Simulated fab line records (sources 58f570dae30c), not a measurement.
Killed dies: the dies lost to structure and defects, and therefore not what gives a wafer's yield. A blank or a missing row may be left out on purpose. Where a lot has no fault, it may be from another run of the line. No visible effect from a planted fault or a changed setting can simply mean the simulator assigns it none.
Which of the tools did it? :: flow berkeley-cmos170 :: 15 lots with 45 wafers sampled at 6 steps, on a route of 331 steps

WHAT THE GAUGES READ, wafer by wafer
UCB170_CONTACT_CD_MEAS_90: the cd target is 700 nm. Usual: cd-nm reads 699.9 nm (standard deviation 1.6).
lot: L465
measured: day 6 16:37
on: cd-sem-01
cd-nm (nm): 700.9 698.8 700.2
flag: 

lot: L466
measured: day 7 00:01
on: cd-sem-01
cd-nm (nm): 701.2 701.2 700.5
flag: 

lot: L467
measured: day 7 01:44
on: cd-sem-01
cd-nm (nm): 699.5 700.0 701.1
flag: 

lot: L469
measured: day 7 11:10
on: cd-sem-01
cd-nm (nm): 699.3 701.1 700.4
flag: 

lot: L468
measured: day 7 11:19
on: cd-sem-01
cd-nm (nm): 699.6 701.8 701.2
flag: 

lot: L472
measured: day 8 10:15
on: cd-sem-02
cd-nm (nm): 699.8 696.4 699.7
flag: 

lot: L473
measured: day 8 12:14
on: cd-sem-01
cd-nm (nm): 696.5 698.9 697.9
flag: 

lot: L474
measured: day 9 00:43
on: cd-sem-01
cd-nm (nm): 699.7 701.6 700.1
flag: 

lot: L477
measured: day 9 01:17
on: cd-sem-02
cd-nm (nm): 698.4 696.0 696.8
flag: 

lot: L475
measured: day 9 01:29
on: cd-sem-01
cd-nm (nm): 698.7 700.4 702.8
flag: 

lot: L476
measured: day 9 01:49
on: cd-sem-01
cd-nm (nm): 700.4 698.8 699.3
flag: 

lot: L480
measured: day 9 20:40
on: cd-sem-01
cd-nm (nm): 698.1 696.4 698.8
flag: 

lot: L481
measured: day 10 10:02
on: cd-sem-02
cd-nm (nm): 699.3 697.9 700.4
flag: 

lot: L485
measured: day 10 23:24
on: cd-sem-01
cd-nm (nm): 701.3 702.8 702.2
flag: 

lot: L488
measured: day 12 02:22
on: cd-sem-02
cd-nm (nm): 700.6 702.2 700.2
flag: 

UCB170_M3_CD_MEAS_90: the cd target is 700 nm. Usual: cd-nm reads 702 nm (standard deviation 4.4).
lot: L465
measured: day 7 13:44
on: cd-sem-01
cd-nm (nm): 703 703 708
flag: 

lot: L466
measured: day 7 19:14
on: cd-sem-02
cd-nm (nm): 700 704 703
flag: 

lot: L467
measured: day 7 19:39
on: cd-sem-02
cd-nm (nm): 698 699 701
flag: 

lot: L469
measured: day 8 05:17
on: cd-sem-02
cd-nm (nm): 701 695 697
flag: 

lot: L468
measured: day 8 04:53
on: cd-sem-02
cd-nm (nm): 705 707 705
flag: 

lot: L472
measured: day 9 02:56
on: cd-sem-02
cd-nm (nm): 697 696 696
flag: 

lot: L473
measured: day 9 07:14
on: cd-sem-01
cd-nm (nm): 706 707 707
flag: 

lot: L474
measured: day 9 22:10
on: cd-sem-01
cd-nm (nm): 709 710 710
flag: 

lot: L477
measured: day 9 23:32
on: cd-sem-02
cd-nm (nm): 700 699 700
flag: 

lot: L475
measured: day 9 23:14
on: cd-sem-02
cd-nm (nm): 700 700 698
flag: 

lot: L476
measured: day 10 00:05
on: cd-sem-02
cd-nm (nm): 739 746 742
flag: OFF

lot: L480
measured: day 10 13:10
on: cd-sem-01
cd-nm (nm): 740 737 741
flag: OFF

lot: L481
measured: day 11 03:12
on: cd-sem-02
cd-nm (nm): 734 735 731
flag: OFF

lot: L485
measured: day 11 16:13
on: cd-sem-01
cd-nm (nm): 704 702 703
flag: 

lot: L488
measured: day 13 02:06
on: cd-sem-01
cd-nm (nm): 704 700 701
flag: 

EACH LOT AND THE TOOL THAT RAN IT (in order: tool; ch and the chambers of the sampled wafers; start)
lot: L465
UCB170_CONTACT_RTA_08: rtp-anneal-01 ch 0, day 6 15:02
UCB170_V1_STRIP_15: plasma-asher-01 ch 0,1, day 7 03:40
UCB170_M3_METAL_ETCH_18: rie-metal-03 ch 0,1, day 7 13:27
UCB170_M3_STRIP_19: plasma-asher-03 ch 1, day 7 13:38

lot: L466
UCB170_CONTACT_RTA_08: rtp-anneal-01 ch 0, day 6 22:20
UCB170_V1_STRIP_15: plasma-asher-03 ch 0,1, day 7 08:14
UCB170_M3_METAL_ETCH_18: rie-metal-02 ch 0,1, day 7 18:59
UCB170_M3_STRIP_19: plasma-asher-03 ch 0,1, day 7 19:08

lot: L467
UCB170_CONTACT_RTA_08: rtp-anneal-02 ch 0, day 6 23:53
UCB170_V1_STRIP_15: plasma-asher-01 ch 0,1, day 7 08:29
UCB170_M3_METAL_ETCH_18: rie-metal-04 ch 0,1, day 7 19:20
UCB170_M3_STRIP_19: plasma-asher-02 ch 1, day 7 19:32

lot: L469
UCB170_CONTACT_RTA_08: rtp-anneal-01 ch 0, day 7 08:12
UCB170_V1_STRIP_15: plasma-asher-01 ch 1, day 7 20:02
UCB170_M3_METAL_ETCH_18: rie-metal-02 ch 0,1, day 8 04:58
UCB170_M3_STRIP_19: plasma-asher-03 ch 0,1, day 8 05:10

lot: L468
UCB170_CONTACT_RTA_08: rtp-anneal-02 ch 0, day 7 08:16
UCB170_V1_STRIP_15: plasma-asher-01 ch 0,1, day 7 19:45
UCB170_M3_METAL_ETCH_18: rie-metal-03 ch 0,1, day 8 04:31
UCB170_M3_STRIP_19: plasma-asher-04 ch 0,1, day 8 04:43

lot: L472
UCB170_CONTACT_RTA_08: rtp-anneal-01 ch 0, day 8 08:47
UCB170_V1_STRIP_15: plasma-asher-04 ch 0,1, day 8 18:41
UCB170_M3_METAL_ETCH_18: rie-metal-04 ch 0,1, day 9 02:38
UCB170_M3_STRIP_19: plasma-asher-03 ch 0,1, day 9 02:50

lot: L473
UCB170_CONTACT_RTA_08: rtp-anneal-02 ch 0, day 8 10:44
UCB170_V1_STRIP_15: plasma-asher-01 ch 0,1, day 8 22:40
UCB170_M3_METAL_ETCH_18: rie-metal-03 ch 0,1, day 9 06:55
UCB170_M3_STRIP_19: plasma-asher-04 ch 0,1, day 9 07:07

lot: L474
UCB170_CONTACT_RTA_08: rtp-anneal-01 ch 0, day 8 23:11
UCB170_V1_STRIP_15: plasma-asher-04 ch 0,1, day 9 14:22
UCB170_M3_METAL_ETCH_18: rie-metal-03 ch 1, day 9 21:51
UCB170_M3_STRIP_19: plasma-asher-03 ch 0,1, day 9 22:02

lot: L477
UCB170_CONTACT_RTA_08: rtp-anneal-02 ch 0, day 8 23:30
UCB170_V1_STRIP_15: plasma-asher-04 ch 0,1, day 9 14:56
UCB170_M3_METAL_ETCH_18: rie-metal-02 ch 0,1, day 9 23:16
UCB170_M3_STRIP_19: plasma-asher-03 ch 0,1, day 9 23:25

lot: L475
UCB170_CONTACT_RTA_08: rtp-anneal-01 ch 0, day 8 23:33
UCB170_V1_STRIP_15: plasma-asher-01 ch 0,1, day 9 14:51
UCB170_M3_METAL_ETCH_18: rie-metal-04 ch 0,1, day 9 22:56
UCB170_M3_STRIP_19: plasma-asher-02 ch 0,1, day 9 23:07

lot: L476
UCB170_CONTACT_RTA_08: rtp-anneal-02 ch 0, day 8 23:40
UCB170_V1_STRIP_15: plasma-asher-03 ch 0,1, day 9 15:12
UCB170_M3_METAL_ETCH_18: rie-metal-03 ch 0,1, day 9 23:43
UCB170_M3_STRIP_19: plasma-asher-02 ch 0,1, day 9 23:54

lot: L480
UCB170_CONTACT_RTA_08: rtp-anneal-02 ch 0, day 9 19:01
UCB170_V1_STRIP_15: plasma-asher-03 ch 0,1, day 10 05:02
UCB170_M3_METAL_ETCH_18: rie-metal-03 ch 0,1, day 10 12:53
UCB170_M3_STRIP_19: plasma-asher-02 ch 0,1, day 10 13:04

lot: L481
UCB170_CONTACT_RTA_08: rtp-anneal-01 ch 0, day 10 08:40
UCB170_V1_STRIP_15: plasma-asher-03 ch 0,1, day 10 19:14
UCB170_M3_METAL_ETCH_18: rie-metal-03 ch 0,1, day 11 02:56
UCB170_M3_STRIP_19: plasma-asher-04 ch 0,1, day 11 03:05

lot: L485
UCB170_CONTACT_RTA_08: rtp-anneal-01 ch 0, day 10 21:47
UCB170_V1_STRIP_15: plasma-asher-04 ch 0,1, day 11 07:23
UCB170_M3_METAL_ETCH_18: rie-metal-02 ch 0,1, day 11 15:56
UCB170_M3_STRIP_19: plasma-asher-04 ch 0,1, day 11 16:07

lot: L488
UCB170_CONTACT_RTA_08: rtp-anneal-02 ch 0, day 12 00:54
UCB170_V1_STRIP_15: plasma-asher-01 ch 0,1, day 12 14:02
UCB170_M3_METAL_ETCH_18: rie-metal-04 ch 0,1, day 13 01:41
UCB170_M3_STRIP_19: plasma-asher-02 ch 0,1, day 13 01:50
- UCB170_CONTACT_RTA_08: time 10 s.
- UCB170_V1_STRIP_15: strips in O2.
- UCB170_M3_METAL_ETCH_18: etches Al in Cl2/BCl3, stops on SiO2, target depth 1170 nm, time 195 s.
- UCB170_M3_STRIP_19: strips in O2.

WHAT THE TOOLS THEMSELVES READ (means of the sampled wafers that have a number; where no wafer has one, the mark that the record gives instead)
UCB170_CONTACT_RTA_08. Usual: lamp-power-pct 25.5 %, standard deviation 0.4; wafer_temp_C_max 904.9, standard deviation 1.2.
lot: L465
tool: rtp-anneal-01
lamp-power-pct (%): 25.9
wafer_temp_C_max: 904.7
flag: 

lot: L466
tool: rtp-anneal-01
lamp-power-pct (%): 25.9
wafer_temp_C_max: 904.3
flag: 

lot: L467
tool: rtp-anneal-02
lamp-power-pct (%): 25.1
wafer_temp_C_max: 905.2
flag: 

lot: L469
tool: rtp-anneal-01
lamp-power-pct (%): 25.9
wafer_temp_C_max: 905.7
flag: 

lot: L468
tool: rtp-anneal-02
lamp-power-pct (%): 25.1
wafer_temp_C_max: 904.7
flag: 

lot: L472
tool: rtp-anneal-01
lamp-power-pct (%): 25.9
wafer_temp_C_max: 905.6
flag: 

lot: L473
tool: rtp-anneal-02
lamp-power-pct (%): 25.1
wafer_temp_C_max: 904.2
flag: 

lot: L474
tool: rtp-anneal-01
lamp-power-pct (%): 25.9
wafer_temp_C_max: 905.1
flag: 

lot: L477
tool: rtp-anneal-02
lamp-power-pct (%): 25.1
wafer_temp_C_max: 905.1
flag: 

lot: L475
tool: rtp-anneal-01
lamp-power-pct (%): 25.9
wafer_temp_C_max: 904.8
flag: 

lot: L476
tool: rtp-anneal-02
lamp-power-pct (%): 25.1
wafer_temp_C_max: 904.6
flag: 

lot: L480
tool: rtp-anneal-02
lamp-power-pct (%): 25.1
wafer_temp_C_max: 904.4
flag: 

lot: L481
tool: rtp-anneal-01
lamp-power-pct (%): 25.9
wafer_temp_C_max: 906.4
flag: 

lot: L485
tool: rtp-anneal-01
lamp-power-pct (%): 25.9
wafer_temp_C_max: 905.1
flag: 

lot: L488
tool: rtp-anneal-02
lamp-power-pct (%): 25.1
wafer_temp_C_max: 903.4
flag: 

UCB170_V1_STRIP_15. Usual: drypump-motor-current-A 5.69 A, standard deviation 0.098; oes-product-au 0.722 a.u., standard deviation 0.0048; strip-time-to-endpoint-s 15.28 s, standard deviation 0.15.
lot: L465
tool: plasma-asher-01
drypump-motor-current-A (A): 5.69
oes-product-au (a.u.): 0.724
strip-time-to-endpoint-s (s): 15.33
flag: 

lot: L466
tool: plasma-asher-03
drypump-motor-current-A (A): 5.67
oes-product-au (a.u.): 0.720
strip-time-to-endpoint-s (s): 15.42
flag: 

lot: L467
tool: plasma-asher-01
drypump-motor-current-A (A): 5.78
oes-product-au (a.u.): 0.722
strip-time-to-endpoint-s (s): 15.41
flag: 

lot: L469
tool: plasma-asher-01
drypump-motor-current-A (A): 5.60
oes-product-au (a.u.): 0.724
strip-time-to-endpoint-s (s): 15.18
flag: 

lot: L468
tool: plasma-asher-01
drypump-motor-current-A (A): 5.76
oes-product-au (a.u.): 0.725
strip-time-to-endpoint-s (s): 15.16
flag: 

lot: L472
tool: plasma-asher-04
drypump-motor-current-A (A): 5.63
oes-product-au (a.u.): 0.725
strip-time-to-endpoint-s (s): 15.12
flag: 

lot: L473
tool: plasma-asher-01
drypump-motor-current-A (A): 5.68
oes-product-au (a.u.): 0.722
strip-time-to-endpoint-s (s): 15.43
flag: 

lot: L474
tool: plasma-asher-04
drypump-motor-current-A (A): 5.67
oes-product-au (a.u.): 0.720
strip-time-to-endpoint-s (s): 15.36
flag: 

lot: L477
tool: plasma-asher-04
drypump-motor-current-A (A): 5.67
oes-product-au (a.u.): 0.723
strip-time-to-endpoint-s (s): 15.44
flag: 

lot: L475
tool: plasma-asher-01
drypump-motor-current-A (A): 5.68
oes-product-au (a.u.): 0.721
strip-time-to-endpoint-s (s): 15.07
flag: 

lot: L476
tool: plasma-asher-03
drypump-motor-current-A (A): 5.66
oes-product-au (a.u.): 0.720
strip-time-to-endpoint-s (s): 15.45
flag: 

lot: L480
tool: plasma-asher-03
drypump-motor-current-A (A): 5.67
oes-product-au (a.u.): 0.719
strip-time-to-endpoint-s (s): 15.28
flag: 

lot: L481
tool: plasma-asher-03
drypump-motor-current-A (A): 5.66
oes-product-au (a.u.): 0.720
strip-time-to-endpoint-s (s): 15.24
flag: 

lot: L485
tool: plasma-asher-04
drypump-motor-current-A (A): 5.66
oes-product-au (a.u.): 0.719
strip-time-to-endpoint-s (s): 15.30
flag: 

lot: L488
tool: plasma-asher-01
drypump-motor-current-A (A): 5.68
oes-product-au (a.u.): 0.721
strip-time-to-endpoint-s (s): 15.18
flag: 

UCB170_M3_METAL_ETCH_18. Usual: drypump-motor-current-A 5.6 A, standard deviation 0.64; mfc-cl2-sccm 90.01 sccm, standard deviation 0.26; oes-product-au 0.857 a.u., standard deviation 0.012; run-length-s 223.4 s, standard deviation 0.43; throttle-valve-pct 24.3 %, standard deviation 0.31.
lot: L465
tool: rie-metal-03
drypump-motor-current-A (A): 5.0
mfc-cl2-sccm (sccm): 89.94
oes-product-au (a.u.): 0.850
run-length-s (s): 223.6
throttle-valve-pct (%): 24.3
flag: 

lot: L466
tool: rie-metal-02
drypump-motor-current-A (A): 5.7
mfc-cl2-sccm (sccm): 89.87
oes-product-au (a.u.): 0.855
run-length-s (s): 223.5
throttle-valve-pct (%): 24.3
flag: 

lot: L467
tool: rie-metal-04
drypump-motor-current-A (A): 6.2
mfc-cl2-sccm (sccm): 89.89
oes-product-au (a.u.): 0.849
run-length-s (s): 222.8
throttle-valve-pct (%): 24.1
flag: 

lot: L469
tool: rie-metal-02
drypump-motor-current-A (A): 5.8
mfc-cl2-sccm (sccm): 90.07
oes-product-au (a.u.): 0.862
run-length-s (s): 223.4
throttle-valve-pct (%): 24.2
flag: 

lot: L468
tool: rie-metal-03
drypump-motor-current-A (A): 5.0
mfc-cl2-sccm (sccm): 90.14
oes-product-au (a.u.): 0.853
run-length-s (s): 223.5
throttle-valve-pct (%): 24.3
flag: 

lot: L472
tool: rie-metal-04
drypump-motor-current-A (A): 5.6
mfc-cl2-sccm (sccm): 89.83
oes-product-au (a.u.): 0.847
run-length-s (s): 222.9
throttle-valve-pct (%): 24.5
flag: 

lot: L473
tool: rie-metal-03
drypump-motor-current-A (A): 5.0
mfc-cl2-sccm (sccm): 89.92
oes-product-au (a.u.): 0.854
run-length-s (s): 223.7
throttle-valve-pct (%): 24.3
flag: 

lot: L474
tool: rie-metal-03
drypump-motor-current-A (A): 4.8
mfc-cl2-sccm (sccm): 89.93
oes-product-au (a.u.): 0.849
run-length-s (s): 224.0
throttle-valve-pct (%): 24.3
flag: 

lot: L477
tool: rie-metal-02
drypump-motor-current-A (A): 5.7
mfc-cl2-sccm (sccm): 89.99
oes-product-au (a.u.): 0.856
run-length-s (s): 223.6
throttle-valve-pct (%): 24.3
flag: 

lot: L475
tool: rie-metal-04
drypump-motor-current-A (A): 6.2
mfc-cl2-sccm (sccm): 90.25
oes-product-au (a.u.): 0.846
run-length-s (s): 222.7
throttle-valve-pct (%): 24.1
flag: 

lot: L476
tool: rie-metal-03
drypump-motor-current-A (A): 5.0
mfc-cl2-sccm (sccm): 89.94
oes-product-au (a.u.): 0.975
run-length-s (s): 81.1
throttle-valve-pct (%): 24.3
flag: OFF

lot: L480
tool: rie-metal-03
drypump-motor-current-A (A): 5.4
mfc-cl2-sccm (sccm): 89.92
oes-product-au (a.u.): 0.994
run-length-s (s): 80.9
throttle-valve-pct (%): 24.2
flag: OFF

lot: L481
tool: rie-metal-03
drypump-motor-current-A (A): 5.0
mfc-cl2-sccm (sccm): 89.96
oes-product-au (a.u.): 0.976
run-length-s (s): 81.2
throttle-valve-pct (%): 24.3
flag: OFF

lot: L485
tool: rie-metal-02
drypump-motor-current-A (A): 5.7
mfc-cl2-sccm (sccm): 89.68
oes-product-au (a.u.): 0.865
run-length-s (s): 223.7
throttle-valve-pct (%): 24.3
flag: 

lot: L488
tool: rie-metal-04
drypump-motor-current-A (A): 5.6
mfc-cl2-sccm (sccm): 90.35
oes-product-au (a.u.): 0.848
run-length-s (s): 223.1
throttle-valve-pct (%): 24.5
flag: 

UCB170_M3_STRIP_19. Usual: drypump-motor-current-A 5.5 A, standard deviation 0.47; oes-product-au 0.554 a.u., standard deviation 0.026.
lot: L465
tool: plasma-asher-03
drypump-motor-current-A (A): 5.6
oes-product-au (a.u.): 0.560
flag: 

lot: L466
tool: plasma-asher-03
drypump-motor-current-A (A): 5.7
oes-product-au (a.u.): 0.539
flag: 

lot: L467
tool: plasma-asher-02
drypump-motor-current-A (A): 4.6
oes-product-au (a.u.): 0.563
flag: 

lot: L469
tool: plasma-asher-03
drypump-motor-current-A (A): 5.7
oes-product-au (a.u.): 0.541
flag: 

lot: L468
tool: plasma-asher-04
drypump-motor-current-A (A): 5.6
oes-product-au (a.u.): 0.559
flag: 

lot: L472
tool: plasma-asher-03
drypump-motor-current-A (A): 5.7
oes-product-au (a.u.): 0.543
flag: 

lot: L473
tool: plasma-asher-04
drypump-motor-current-A (A): 5.7
oes-product-au (a.u.): 0.564
flag: 

lot: L474
tool: plasma-asher-03
drypump-motor-current-A (A): 5.7
oes-product-au (a.u.): 0.571
flag: 

lot: L477
tool: plasma-asher-03
drypump-motor-current-A (A): 5.7
oes-product-au (a.u.): 0.531
flag: 

lot: L475
tool: plasma-asher-02
drypump-motor-current-A (A): 5.5
oes-product-au (a.u.): 0.564
flag: 

lot: L476
tool: plasma-asher-02
drypump-motor-current-A (A): 5.5
oes-product-au (a.u.): 0.730
flag: OFF

lot: L480
tool: plasma-asher-02
drypump-motor-current-A (A): 5.0
oes-product-au (a.u.): 0.723
flag: OFF

lot: L481
tool: plasma-asher-04
drypump-motor-current-A (A): 5.6
oes-product-au (a.u.): 0.722
flag: OFF

lot: L485
tool: plasma-asher-04
drypump-motor-current-A (A): 5.7
oes-product-au (a.u.): 0.533
flag: 

lot: L488
tool: plasma-asher-02
drypump-motor-current-A (A): 5.0
oes-product-au (a.u.): 0.545
flag: 

THE ANSWER, worked out from the rows above alone
Rule: take the mean of a lot's wafers that have a number; if it is more than 3 standard deviations from the usual mean, the lot is off. Also off: a lot with no number at a reading for which 4 or more lots have one. The other lots that the step has rows for count as sound. After the gauges, taken in route order, come the tools' own readings; for these a lot's mean is taken, as printed above. At the first step where some lot is off, the reading lying furthest off is the one used; lots without a number count as furthest.
Off: L476, L480, L481, at UCB170_M3_CD_MEAS_90 (cd-nm).
If a tool, at a process step before that reading, ran all the lots that are off and no sound lot after the first of them, it fits. The gauges at UCB170_M3_CD_MEAS_90 aren't tried: what is off there is off at UCB170_M3_METAL_ETCH_18 too, on other tools, and a gauge's error can't cause that. Can't be told from this: 2 tools fit, plasma-asher-03 at UCB170_V1_STRIP_15, rie-metal-03 at UCB170_M3_METAL_ETCH_18.

WHAT THE SIMULATOR HAD PUT IN
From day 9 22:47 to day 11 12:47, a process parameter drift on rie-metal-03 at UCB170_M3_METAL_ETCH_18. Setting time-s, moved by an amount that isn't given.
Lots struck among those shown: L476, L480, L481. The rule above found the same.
